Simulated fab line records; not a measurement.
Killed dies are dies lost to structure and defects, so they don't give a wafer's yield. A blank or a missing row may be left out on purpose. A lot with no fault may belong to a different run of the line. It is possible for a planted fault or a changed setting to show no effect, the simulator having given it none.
Which tool is to blame? :: flow berkeleyCmos170 :: Sampling: 14 lots, 42 wafers, 4 of 331 route steps

WHAT THE GAUGES READ, wafer by wafer
UCB170_V1_OVL_MEAS_13. Usual: V1_OVL typically reads 1 nm, with standard deviation 5.5.
lot: L930
measured: day 8 16:46
on: overlay-02
V1_OVL (nm): -6 -2 -3
flag: 

lot: L928
measured: day 8 17:02
on: overlay-01
V1_OVL (nm): 0 -6 2
flag: 

lot: L932
measured: day 9 08:45
on: overlay-02
V1_OVL (nm): 8 5 3
flag: 

lot: L931
measured: day 9 10:08
on: overlay-01
V1_OVL (nm): -8 -1 1
flag: 

lot: L935
measured: day 10 08:25
on: overlay-02
V1_OVL (nm): 9 -2 9
flag: 

lot: L934
measured: day 10 08:33
on: overlay-01
V1_OVL (nm): 6 2 16
flag: 

lot: L939
measured: day 10 08:47
on: overlay-01
V1_OVL (nm): 0 -5 -2
flag: 

lot: L937
measured: day 10 10:11
on: overlay-01
V1_OVL (nm): -5 -10 -1
flag: 

lot: L944
measured: day 12 02:08
on: overlay-01
V1_OVL (nm): 3 0 -5
flag: 

lot: L943
measured: day 12 05:32
on: overlay-02
V1_OVL (nm): 2 4 4
flag: 

lot: L942
measured: day 12 06:18
on: overlay-01
V1_OVL (nm): 4 -3 -3
flag: 

lot: L949
measured: day 13 07:29
on: overlay-02
V1_OVL (nm): -1 4 12
flag: 

lot: L946
measured: day 13 07:57
on: overlay-01
V1_OVL (nm): 10 3 7
flag: 

lot: L950
measured: day 13 15:02
on: overlay-01
V1_OVL (nm): -10 5 -1
flag: 

UCB170_V2_THK_MEAS_01. Usual: V2_TEOS_THK typically reads 2002 nm, with standard deviation 25.
lot: L930
measured: day 8 21:47
on: filmMetro-01
V2_TEOS_THK (nm): 2023 2043 2018
flag: 

lot: L928
measured: day 8 22:03
on: filmMetro-03
V2_TEOS_THK (nm): 2026 1974 2033
flag: 

lot: L932
measured: day 9 11:59
on: filmMetro-02
V2_TEOS_THK (nm): 2016 2037 2035
flag: 

lot: L931
measured: day 9 13:30
on: filmMetro-02
V2_TEOS_THK (nm): 1970 2006 2025
flag: 

lot: L935
measured: day 10 11:38
on: filmMetro-03
V2_TEOS_THK (nm): 1991 2026 2039
flag: 

lot: L934
measured: day 10 11:56
on: filmMetro-02
V2_TEOS_THK (nm): 2004 2002 1999
flag: 

lot: L939
measured: day 10 12:24
on: filmMetro-02
V2_TEOS_THK (nm): 1996 2012 2019
flag: 

lot: L937
measured: day 10 13:26
on: filmMetro-03
V2_TEOS_THK (nm): 1981 1997 2006
flag: 

lot: L944
measured: day 12 06:20
on: filmMetro-01
V2_TEOS_THK (nm): 2008 2008 2043
flag: 

lot: L943
measured: day 12 08:53
on: filmMetro-02
V2_TEOS_THK (nm): 1966 1994 2003
flag: 

lot: L942
measured: day 12 12:22
on: filmMetro-03
V2_TEOS_THK (nm): 2012 2019 2055
flag: 

lot: L949
measured: day 13 11:54
on: filmMetro-02
V2_TEOS_THK (nm): 1986 2004 2029
flag: 

lot: L946
measured: day 13 12:53
on: filmMetro-03
V2_TEOS_THK (nm): 1961 1982 2031
flag: 

lot: L950
measured: day 13 19:23
on: filmMetro-01
V2_TEOS_THK (nm): 1960 1967 2005
flag: 

TOOL THAT RAN EACH LOT (tool first, then ch and the chambers of the sampled wafers, then the start)
lot: L930
UCB170_CONTACT_ETCH_18: rieDiel-04 ch 1,2,3, day 8 16:46 or earlier
UCB170_V1_STRIP_15: plasmaAsher-03 ch 0,1, day 8 17:01

lot: L928
UCB170_CONTACT_ETCH_18: rieDiel-02 ch 0,1,2, day 8 17:02 or earlier
UCB170_V1_STRIP_15: plasmaAsher-03 ch 0,1, day 8 17:15

lot: L932
UCB170_CONTACT_ETCH_18: rieDiel-03 ch 0,1,3, day 9 08:45 or earlier
UCB170_V1_STRIP_15: plasmaAsher-01 ch 0,1, day 9 08:59

lot: L931
UCB170_CONTACT_ETCH_18: rieDiel-03 ch 0,1, day 9 10:08 or earlier
UCB170_V1_STRIP_15: plasmaAsher-03 ch 0,1, day 9 10:21

lot: L935
UCB170_CONTACT_ETCH_18: rieDiel-02 ch 0,1, day 10 08:25 or earlier
UCB170_V1_STRIP_15: plasmaAsher-04 ch 0,1, day 10 08:38

lot: L934
UCB170_CONTACT_ETCH_18: rieDiel-03 ch 1,2,3, day 10 08:33 or earlier
UCB170_V1_STRIP_15: plasmaAsher-03 ch 0,1, day 10 08:47

lot: L939
UCB170_CONTACT_ETCH_18: rieDiel-04 ch 1,2,3, day 10 08:47 or earlier
UCB170_V1_STRIP_15: plasmaAsher-04 ch 0,1, day 10 09:00

lot: L937
UCB170_CONTACT_ETCH_18: rieDiel-02 ch 0,3, day 10 10:11 or earlier
UCB170_V1_STRIP_15: plasmaAsher-03 ch 0,1, day 10 10:25

lot: L944
UCB170_CONTACT_ETCH_18: rieDiel-03 ch 0,1,3, day 12 02:08 or earlier
UCB170_V1_STRIP_15: plasmaAsher-01 ch 0,1, day 12 02:20

lot: L943
UCB170_CONTACT_ETCH_18: rieDiel-02 ch 0,2, day 12 05:32 or earlier
UCB170_V1_STRIP_15: plasmaAsher-04 ch 0,1, day 12 05:45

lot: L942
UCB170_CONTACT_ETCH_18: rieDiel-04 ch 1,3, day 12 06:18 or earlier
UCB170_V1_STRIP_15: plasmaAsher-04 ch 0,1, day 12 06:32

lot: L949
UCB170_CONTACT_ETCH_18: rieDiel-04 ch 0,1,3, day 13 07:29 or earlier
UCB170_V1_STRIP_15: plasmaAsher-03 ch 0,1, day 13 07:41

lot: L946
UCB170_CONTACT_ETCH_18: rieDiel-02 ch 0,1,2, day 13 07:57 or earlier
UCB170_V1_STRIP_15: plasmaAsher-03 ch 0, day 13 08:10

lot: L950
UCB170_CONTACT_ETCH_18: rieDiel-03 ch 1,2, day 13 15:02 or earlier
UCB170_V1_STRIP_15: plasmaAsher-03 ch 0,1, day 13 15:15
- UCB170_CONTACT_ETCH_18: etches PSG in CHF3/CF4/Ar, stops on TiSi2, target depth 840 nm, time 195 s.
- UCB170_V1_STRIP_15: strips in O2.

WHAT THE TOOLS THEMSELVES READ (means of the sampled wafers that have a number; where no wafer has one, the mark that the record gives instead)
UCB170_CONTACT_ETCH_18. Usual: drypumpMotorCurrentA 5.7 A, standard deviation 0.41; mfcArSccm 150.0 sccm, standard deviation 0.49; oesProductAu 0.898 a.u., standard deviation 0.017; throttleValvePct 6.90 %, standard deviation 0.095.
lot: L930
tool: rieDiel-04
drypumpMotorCurrentA (A): 5.8
mfcArSccm (sccm): 150.1
oesProductAu (a.u.): 0.907
throttleValvePct (%): 6.88
flag: 

lot: L928
tool: rieDiel-02
drypumpMotorCurrentA (A): 5.6
mfcArSccm (sccm): 150.0
oesProductAu (a.u.): 0.904
throttleValvePct (%): 6.92
flag: 

lot: L932
tool: rieDiel-03
drypumpMotorCurrentA (A): 5.8
mfcArSccm (sccm): 150.2
oesProductAu (a.u.): 0.873
throttleValvePct (%): 6.86
flag: 

lot: L931
tool: rieDiel-03
drypumpMotorCurrentA (A): 5.7
mfcArSccm (sccm): 150.2
oesProductAu (a.u.): 0.864
throttleValvePct (%): 6.88
flag: 

lot: L935
tool: rieDiel-02
drypumpMotorCurrentA (A): 5.9
mfcArSccm (sccm): 150.8
oesProductAu (a.u.): 0.898
throttleValvePct (%): 7.01
flag: 

lot: L934
tool: rieDiel-03
drypumpMotorCurrentA (A): 5.8
mfcArSccm (sccm): 150.1
oesProductAu (a.u.): 0.891
throttleValvePct (%): 6.94
flag: 

lot: L939
tool: rieDiel-04
drypumpMotorCurrentA (A): 5.8
mfcArSccm (sccm): 149.9
oesProductAu (a.u.): 0.909
throttleValvePct (%): 6.88
flag: 

lot: L937
tool: rieDiel-02
drypumpMotorCurrentA (A): 6.1
mfcArSccm (sccm): 150.3
oesProductAu (a.u.): 0.910
throttleValvePct (%): 6.92
flag: 

lot: L944
tool: rieDiel-03
drypumpMotorCurrentA (A): 5.8
mfcArSccm (sccm): 149.5
oesProductAu (a.u.): 0.878
throttleValvePct (%): 6.87
flag: 

lot: L943
tool: rieDiel-02
drypumpMotorCurrentA (A): 5.2
mfcArSccm (sccm): 149.9
oesProductAu (a.u.): 0.910
throttleValvePct (%): 6.83
flag: 

lot: L942
tool: rieDiel-04
drypumpMotorCurrentA (A): 5.8
mfcArSccm (sccm): 149.5
oesProductAu (a.u.): 0.895
throttleValvePct (%): 6.85
flag: 

lot: L949
tool: rieDiel-04
drypumpMotorCurrentA (A): 6.0
mfcArSccm (sccm): 149.9
oesProductAu (a.u.): 0.911
throttleValvePct (%): 6.88
flag: 

lot: L946
tool: rieDiel-02
drypumpMotorCurrentA (A): 5.5
mfcArSccm (sccm): 149.5
oesProductAu (a.u.): 0.899
throttleValvePct (%): 6.92
flag: 

lot: L950
tool: rieDiel-03
drypumpMotorCurrentA (A): 5.8
mfcArSccm (sccm): 149.6
oesProductAu (a.u.): 0.885
throttleValvePct (%): 6.95
flag: 

UCB170_V1_STRIP_15. Usual: drypumpMotorCurrentA 5.53 A, standard deviation 0.13; oesProductAu 0.722 a.u., standard deviation 0.0049; stripTimeToEndpointS 15.37 s, standard deviation 0.1.
lot: L930
tool: plasmaAsher-03
drypumpMotorCurrentA (A): 5.48
oesProductAu (a.u.): 0.725
stripTimeToEndpointS (s): 15.41
flag: 

lot: L928
tool: plasmaAsher-03
drypumpMotorCurrentA (A): 5.47
oesProductAu (a.u.): 0.719
stripTimeToEndpointS (s): 15.41
flag: 

lot: L932
tool: plasmaAsher-01
drypumpMotorCurrentA (A): 5.58
oesProductAu (a.u.): 0.726
stripTimeToEndpointS (s): 15.51
flag: 

lot: L931
tool: plasmaAsher-03
drypumpMotorCurrentA (A): 5.48
oesProductAu (a.u.): 0.723
stripTimeToEndpointS (s): 15.29
flag: 

lot: L935
tool: plasmaAsher-04
drypumpMotorCurrentA (A): 5.55
oesProductAu (a.u.): 0.717
stripTimeToEndpointS (s): 15.39
flag: 

lot: L934
tool: plasmaAsher-03
drypumpMotorCurrentA (A): 5.48
oesProductAu (a.u.): 0.718
stripTimeToEndpointS (s): 15.39
flag: 

lot: L939
tool: plasmaAsher-04
drypumpMotorCurrentA (A): 5.54
oesProductAu (a.u.): 0.716
stripTimeToEndpointS (s): 15.24
flag: 

lot: L937
tool: plasmaAsher-03
drypumpMotorCurrentA (A): 5.50
oesProductAu (a.u.): 0.721
stripTimeToEndpointS (s): 15.52
flag: 

lot: L944
tool: plasmaAsher-01
drypumpMotorCurrentA (A): 5.65
oesProductAu (a.u.): 0.722
stripTimeToEndpointS (s): 15.35
flag: 

lot: L943
tool: plasmaAsher-04
drypumpMotorCurrentA (A): 5.55
oesProductAu (a.u.): 0.723
stripTimeToEndpointS (s): 15.27
flag: 

lot: L942
tool: plasmaAsher-04
drypumpMotorCurrentA (A): 5.56
oesProductAu (a.u.): 0.725
stripTimeToEndpointS (s): 15.41
flag: 

lot: L949
tool: plasmaAsher-03
drypumpMotorCurrentA (A): 5.48
oesProductAu (a.u.): 0.721
stripTimeToEndpointS (s): 15.44
flag: 

lot: L946
tool: plasmaAsher-03
drypumpMotorCurrentA (A): 5.41
oesProductAu (a.u.): 0.718
stripTimeToEndpointS (s): 15.33
flag: 

lot: L950
tool: plasmaAsher-03
drypumpMotorCurrentA (A): 5.49
oesProductAu (a.u.): 0.724
stripTimeToEndpointS (s): 15.33
flag: 

THE ANSWER, worked out from the rows above alone
Rule: lot off if the mean of its wafers having a number is beyond 3 standard deviations from the usual mean. Also off: a lot with no number at a reading for which 4 or more lots have one. Where the step has rows for the other lots, those lots are counted as sound. The gauges are gone through in route order, then the tools' own readings, and for those a lot's mean is taken as printed above. At the first step where some lot is off, the reading lying furthest off is the one used; lots without a number count as furthest.
None of the lots is off at any reading shown; this tells nothing.

WHAT WAS PUT IN BY THE SIMULATOR
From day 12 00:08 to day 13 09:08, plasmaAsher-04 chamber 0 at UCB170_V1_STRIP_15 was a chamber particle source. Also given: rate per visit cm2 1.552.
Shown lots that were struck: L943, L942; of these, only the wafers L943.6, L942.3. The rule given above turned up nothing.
